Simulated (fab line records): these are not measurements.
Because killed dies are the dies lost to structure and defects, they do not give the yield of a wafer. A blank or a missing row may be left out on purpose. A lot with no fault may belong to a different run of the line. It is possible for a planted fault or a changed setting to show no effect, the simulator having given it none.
Which tool was responsible? :: flow rit-cmos :: 14 lots with 42 wafers sampled at 3 steps, on a route of 202 steps

## WHAT EACH GAUGE READ, for each wafer
RIT_NSD_TW_MEAS_10.
lot: L995
measured: day 3 01:14
on: film-metro-03
NSD_TW: 3123 3132 3133

lot: L996
measured: day 3 06:11
on: film-metro-03
NSD_TW: 3143 3139 3124

lot: L997
measured: day 3 15:43
on: film-metro-01
NSD_TW: 3106 3110 3095

lot: L998
measured: day 3 21:50
on: film-metro-01
NSD_TW: 3114 3096 3095

lot: L999
measured: day 4 03:59
on: film-metro-02
NSD_TW: 3115 3137 3144

lot: L100
measured: day 4 07:04
on: film-metro-03
NSD_TW: 3165 3167 3166

lot: L103
measured: day 5 00:10
on: film-metro-02
NSD_TW: 3176 3168 3151

lot: L105
measured: day 5 12:00
on: film-metro-02
NSD_TW: 3158 3170 3155

lot: L106
measured: day 5 14:47
on: film-metro-02
NSD_TW: 3548 3563 3560

lot: L107
measured: day 5 16:59
on: film-metro-02
NSD_TW: 3145 3149 3150

lot: L108
measured: day 5 23:35
on: film-metro-01
NSD_TW: 3139 3119 3137

lot: L110
measured: day 6 14:27
on: film-metro-02
NSD_TW: 3526 3555 3547

lot: L114
measured: day 7 16:04
on: film-metro-03
NSD_TW: 3156 3149 3162

lot: L118
measured: day 8 17:04
on: film-metro-03
NSD_TW: 3129 3152 3121

RIT_SDANNEAL_RS_MEAS_05: uses a four-point probe to measure.
lot: L995
measured: day 3 03:23
on: film-metro-01
NSD_RS (ohm/sq): 84.5 84.6 84.8

lot: L996
measured: day 3 08:12
on: film-metro-02
NSD_RS (ohm/sq): 84.6 84.6 84.6

lot: L997
measured: day 3 17:53
on: film-metro-01
NSD_RS (ohm/sq): 84.3 84.7 84.4

lot: L998
measured: day 4 00:01
on: film-metro-01
NSD_RS (ohm/sq): 84.6 84.4 84.3

lot: L999
measured: day 4 06:10
on: film-metro-03
NSD_RS (ohm/sq): 84.3 84.6 84.3

lot: L100
measured: day 4 09:10
on: film-metro-03
NSD_RS (ohm/sq): 84.5 84.6 84.7

lot: L103
measured: day 5 02:19
on: film-metro-03
NSD_RS (ohm/sq): 84.0 84.2 83.9

lot: L105
measured: day 5 14:03
on: film-metro-01
NSD_RS (ohm/sq): 84.6 84.7 84.3

lot: L106
measured: day 5 16:50
on: film-metro-01
NSD_RS (ohm/sq): 52.4 52.3 52.3

lot: L107
measured: day 5 19:00
on: film-metro-02
NSD_RS (ohm/sq): 84.4 84.3 84.4

lot: L108
measured: day 6 01:37
on: film-metro-03
NSD_RS (ohm/sq): 84.4 84.3 83.9

lot: L110
measured: day 6 16:43
on: film-metro-02
NSD_RS (ohm/sq): 52.2 52.3 52.2

lot: L114
measured: day 7 18:23
on: film-metro-01
NSD_RS (ohm/sq): 84.5 84.4 84.4

lot: L118
measured: day 8 19:17
on: film-metro-03
NSD_RS (ohm/sq): 85.0 84.6 84.6

## WHAT TOOL EACH LOT RAN ON (gives the tool, then ch and the chambers of the sampled wafers, and finally the start)
lot: L995
RIT_NSD_IMPLANT_08: implanter-02 ch 0, day 3 00:55

lot: L996
RIT_NSD_IMPLANT_08: implanter-02 ch 0, day 3 05:51

lot: L997
RIT_NSD_IMPLANT_08: implanter-02 ch 0, day 3 15:25

lot: L998
RIT_NSD_IMPLANT_08: implanter-02 ch 0, day 3 21:33

lot: L999
RIT_NSD_IMPLANT_08: implanter-03 ch 0, day 4 03:41

lot: L100
RIT_NSD_IMPLANT_08: implanter-02 ch 0, day 4 06:46

lot: L103
RIT_NSD_IMPLANT_08: implanter-03 ch 0, day 4 23:50

lot: L105
RIT_NSD_IMPLANT_08: implanter-01 ch 0, day 5 11:41

lot: L106
RIT_NSD_IMPLANT_08: implanter-01 ch 0, day 5 14:07

lot: L107
RIT_NSD_IMPLANT_08: implanter-02 ch 0, day 5 16:39

lot: L108
RIT_NSD_IMPLANT_08: implanter-01 ch 0, day 5 23:16

lot: L110
RIT_NSD_IMPLANT_08: implanter-03 ch 0, day 6 13:49

lot: L114
RIT_NSD_IMPLANT_08: implanter-02 ch 0, day 7 15:45

lot: L118
RIT_NSD_IMPLANT_08: implanter-03 ch 0, day 8 16:46
- RIT_NSD_IMPLANT_08

## WHAT THE TOOLS THEMSELVES READ (means of the sampled wafers that have a number; where no wafer has one, the mark that the record gives instead)
RIT_NSD_IMPLANT_08.
lot: L995
tool: implanter-02
end-station-pressure-torr (Torr): 7.3e-06
tilt-deg (degrees): 6.984

lot: L996
tool: implanter-02
end-station-pressure-torr (Torr): 7.9e-06
tilt-deg (degrees): 6.985

lot: L997
tool: implanter-02
end-station-pressure-torr (Torr): 7.4e-06
tilt-deg (degrees): 7.000

lot: L998
tool: implanter-02
end-station-pressure-torr (Torr): 7.7e-06
tilt-deg (degrees): 7.011

lot: L999
tool: implanter-03
end-station-pressure-torr (Torr): 7.4e-06
tilt-deg (degrees): 6.998

lot: L100
tool: implanter-02
end-station-pressure-torr (Torr): 7.9e-06
tilt-deg (degrees): 7.009

lot: L103
tool: implanter-03
end-station-pressure-torr (Torr): 7.6e-06
tilt-deg (degrees): 7.003

lot: L105
tool: implanter-01
end-station-pressure-torr (Torr): 7.4e-06
tilt-deg (degrees): 6.997

lot: L106
tool: implanter-01
end-station-pressure-torr (Torr): 7.7e-06
tilt-deg (degrees): 6.996

lot: L107
tool: implanter-02
end-station-pressure-torr (Torr): 7.5e-06
tilt-deg (degrees): 7.024

lot: L108
tool: implanter-01
end-station-pressure-torr (Torr): 7.5e-06
tilt-deg (degrees): 6.996

lot: L110
tool: implanter-03
end-station-pressure-torr (Torr): 7.5e-06
tilt-deg (degrees): 6.990

lot: L114
tool: implanter-02
end-station-pressure-torr (Torr): 7.6e-06
tilt-deg (degrees): 6.991

lot: L118
tool: implanter-03
end-station-pressure-torr (Torr): 8.0e-06
tilt-deg (degrees): 7.007

## THE ANSWER, worked out from the rows above alone
Rule: the lots themselves supply what counts as usual. Put in order of their means at a reading, lots are off if they are a third of the lots or fewer, leave a main group of 4 or more, and stand apart from it by a gap of 3 or more times the standard deviation of the main group's means; of several such gaps the widest counts. A main group is skipped when, at the precision printed for the reading in the tables above, its means are all equal. Also off: a lot with no number at a reading for which 4 or more lots have one. Where the step has rows for the other lots, those lots are counted as sound. First the gauges in route order, then the tools' own readings, where a lot's mean is used as printed above. At the first step where some lot is off, the reading lying furthest off is the one used; lots without a number count as furthest.
Off: L106, L110, at RIT_NSD_TW_MEAS_10 (NSD_TW). The main group has a mean of 3139 with a standard deviation of 21.
A tool fits if, at a process step before that reading, it ran every lot that is off, and no sound lot after the first of them. Gauges at RIT_NSD_TW_MEAS_10: tried the same way as those tools. No candidate that was tried fits.

## WHAT WAS PUT IN BY THE SIMULATOR
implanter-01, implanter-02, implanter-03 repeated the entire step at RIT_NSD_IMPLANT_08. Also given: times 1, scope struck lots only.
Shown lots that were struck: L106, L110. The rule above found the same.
